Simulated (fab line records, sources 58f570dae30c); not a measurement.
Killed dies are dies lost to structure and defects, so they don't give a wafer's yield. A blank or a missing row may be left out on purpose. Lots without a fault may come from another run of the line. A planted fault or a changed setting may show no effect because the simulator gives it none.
One fault seen from 2 desks | flow berkeley_cmos170 | each desk has only its own numbers; what lay behind them comes last

THE TOOL OWNER'S DESK: cmp-01
The tool's own readings at UCB170_V1_CMP_02 (polishes SiO2): means of the sampled wafers that have a number, for each lot that ran on this tool. A lot is out of limits, marked OUT, if its mean lies more than 4 standard deviations from the usual mean; the brackets give that distance.
Columns: A = edge_zone_pressure_frac at UCB170_V1_CMP_02, usual 1.001; B = motor_current_A at UCB170_V1_CMP_02, usual 15.6 A; C = retaining_ring_pressure_frac at UCB170_V1_CMP_02, usual 1.000; D = slurry_flow_ml_min at UCB170_V1_CMP_02, usual 150.0
lot  | first seen here | A     | B    | C     | D
L250 | day 6 23:26     | 1.001 | 15.4 | 1.000 | 149.9
L249 | day 7 04:14     | 0.999 | 15.2 | 0.999 | 149.9
L251 | day 7 19:04     | 0.998 | 15.2 | 1.007 | 149.9
L264 | day 10 13:47    | 1.003 | 15.4 | 1.000 | 150.5
This desk's finding: nothing out of limits on any of the 4 lots.

THE METROLOGY DESK
What the gauges read, lot by lot, whatever tool the lot ran on: means of the sampled wafers that have a number. A lot is out of limits, marked OUT, if its mean lies more than 4 standard deviations from the usual mean; the brackets give that distance.
Columns: A = PFIELD_OVL at UCB170_PFIELD_OVL_MEAS_06, usual 4 nm; B = V1_POLISHED_THK at UCB170_V1_THK_MEAS_04, usual 1000.0 nm; C = V2_TEOS_THK at UCB170_V2_THK_MEAS_01, usual 2006 nm; D = V2_BOW at UCB170_V2_BOW_MEAS_03, usual 37 um
lot  | first seen here | A  | B                        | C    | D
L250 | day 4 06:10     | 7  | 999.8                    | 2007 | 39
L249 | day 4 06:18     | 1  | 999.3                    | 1991 | 36
L251 | day 5 02:10     | 7  | 1000.3                   | 2021 | 46
L252 | day 5 12:01     | -4 | 1000.9                   | 2026 | 41
L253 | day 5 12:17     | 8  | 1001.9                   | 2037 | 34
L264 | day 7 10:04     | -5 | 1167.2 (+99 or more) OUT | 1995 | 40
L268 | day 7 23:12     | 7  | 999.3                    | 2023 | 41
L267 | day 7 23:26     | 13 | 1001.3                   | 2028 | 37
L270 | day 8 19:29     | 5  | 1000.4                   | 1985 | 36
This desk's finding: out of limits on L264; first on L264, day 10 14:13 (V1_POLISHED_THK at UCB170_V1_THK_MEAS_04). In limits: L250, L249, L251, L252, L253, L268, L267, L270.

PUT TOGETHER
The metrology desk could have raised an alarm at day 10 14:13, on L264.
The tool owner's desk saw nothing out of limits.
The tool owner's desk has L264 on record, within its limits.
Of the lots named, all ran UCB170_V1_CMP_02 on cmp-01.

WHAT THE SIMULATOR HAD PUT IN
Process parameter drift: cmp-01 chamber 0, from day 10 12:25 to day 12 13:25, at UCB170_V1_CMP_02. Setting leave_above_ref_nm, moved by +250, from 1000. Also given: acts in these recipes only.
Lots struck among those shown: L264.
Hours from the fault's start to each desk's first reading out of limits: the metrology desk, 2.
